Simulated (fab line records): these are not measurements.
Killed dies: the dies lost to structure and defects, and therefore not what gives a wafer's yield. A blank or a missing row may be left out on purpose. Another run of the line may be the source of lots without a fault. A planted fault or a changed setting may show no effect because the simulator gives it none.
Check for tools in common | flow ritCmos | 14 lots, 48 wafers sampled

## WHY THIS WAS OPENED
At RIT_NWELL_TW_MEAS_10 the reading NWELL_TW is flagged on 2 of 14 lots. No-fault wafers: 2148, standard deviation 14.
Rule: a lot is flagged in two cases, either no wafer of it has a number, or all its wafers with numbers fall more than 4 standard deviations from that mean. As for the other lots, they are considered sound.

lot  | measured    | on           | NWELL_TW, wafer by wafer      | flag
L677 | day 1 23:12 | filmMetro-03 | 2147 2156 2138                | 
L678 | day 2 03:58 | filmMetro-03 | 2153 2148 2141                | 
L680 | day 2 12:57 | filmMetro-04 | 2148 2148 2147                | 
L681 | day 2 18:32 | filmMetro-02 | 2123 2121 2118                | 
L682 | day 3 00:34 | filmMetro-04 | 2141 2137 2154                | 
L683 | day 3 05:21 | filmMetro-03 | 2149 2161 2128                | 
L684 | day 3 09:19 | filmMetro-04 | 2144 2159 2141                | 
L686 | day 3 19:06 | filmMetro-04 | 2148 2149 2152                | 
L690 | day 4 16:16 | filmMetro-04 | 2158 2168 2149                | 
L694 | day 5 13:00 | filmMetro-04 | 2263 2279 2267 2276 2267 2257 | FLAGGED
L695 | day 5 18:28 | filmMetro-02 | 2216 2239 2227 2220 2230 2224 | FLAGGED
L698 | day 6 08:23 | filmMetro-02 | 2161 2158 2144                | 
L699 | day 6 12:33 | filmMetro-02 | 2151 2150 2156                | 
L700 | day 6 18:20 | filmMetro-04 | 2153 2154 2150                | 
The numbers of the flagged lots are 2247 on average: +99 against the usual, or +7 standard deviations.

## LOT BY LOT: THE TOOL USED
The record holds 1 process step before the reading, out of a route of 202 steps. Cell contents, in order: the tool; ch with the chambers the sampled wafers went through; the start.
lot  | flag    | RIT_NWELL_IMPLANT_08
L677 |         | implanter-02 ch 0, day 1 22:53
L678 |         | implanter-04 ch 0, day 2 03:41
L680 |         | implanter-01 ch 0, day 2 12:39
L681 |         | implanter-01 ch 0, day 2 18:14
L682 |         | implanter-04 ch 0, day 3 00:14
L683 |         | implanter-04 ch 0, day 3 05:02
L684 |         | implanter-04 ch 0, day 3 09:01
L686 |         | implanter-01 ch 0, day 3 18:47
L690 |         | implanter-04 ch 0, day 4 15:56
L694 | FLAGGED | implanter-01 ch 0, day 5 12:43
L695 | FLAGGED | implanter-01 ch 0, day 5 18:10
L698 |         | implanter-02 ch 0, day 6 08:03
L699 |         | implanter-04 ch 0, day 6 12:14
L700 |         | implanter-02 ch 0, day 6 18:04
These steps, and what they do:
- RIT_NWELL_IMPLANT_08
- RIT_NWELL_TW_MEAS_10

## FLAGGED OVER TOTAL, TOOL BY TOOL (the gauges that took the reading come last)
step                 | tool         | lots run | flagged | share of the flagged lots | sound lots run after its first flagged lot
RIT_NWELL_IMPLANT_08 | implanter-01 | 5        | 2       | all                       | 0
RIT_NWELL_IMPLANT_08 | implanter-02 | 3        | 0       | none                      | -
RIT_NWELL_IMPLANT_08 | implanter-04 | 6        | 0       | none                      | -
RIT_NWELL_TW_MEAS_10 | filmMetro-02 | 4        | 1       | some                      | 2 (L698,L699)
RIT_NWELL_TW_MEAS_10 | filmMetro-03 | 3        | 0       | none                      | -
RIT_NWELL_TW_MEAS_10 | filmMetro-04 | 7        | 1       | some                      | 1 (L700)

## THE TABLE: WHAT IT ALLOWS
All flagged lots share 1 row of the table, namely implanter-01 at RIT_NWELL_IMPLANT_08.
- implanter-01 at RIT_NWELL_IMPLANT_08 ran 5 lots, 2 of them flagged. Last sound lot L686 at day 3 18:47, first flagged lot L694 at day 5 12:43; a fault beginning in between fits. Its own readings lie more than 4 standard deviations out on every wafer of the flagged lots: doseIonsCm2, faradayCurrentUA.
Just one tool remains: implanter-01 at RIT_NWELL_IMPLANT_08.

## WHAT THE SIMULATOR HAD PUT IN
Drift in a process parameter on implanter-01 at RIT_NWELL_IMPLANT_08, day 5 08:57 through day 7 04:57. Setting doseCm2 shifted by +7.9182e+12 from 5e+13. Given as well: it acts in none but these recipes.
Lots struck among those shown: L694, L695. The same result came from the rule above.
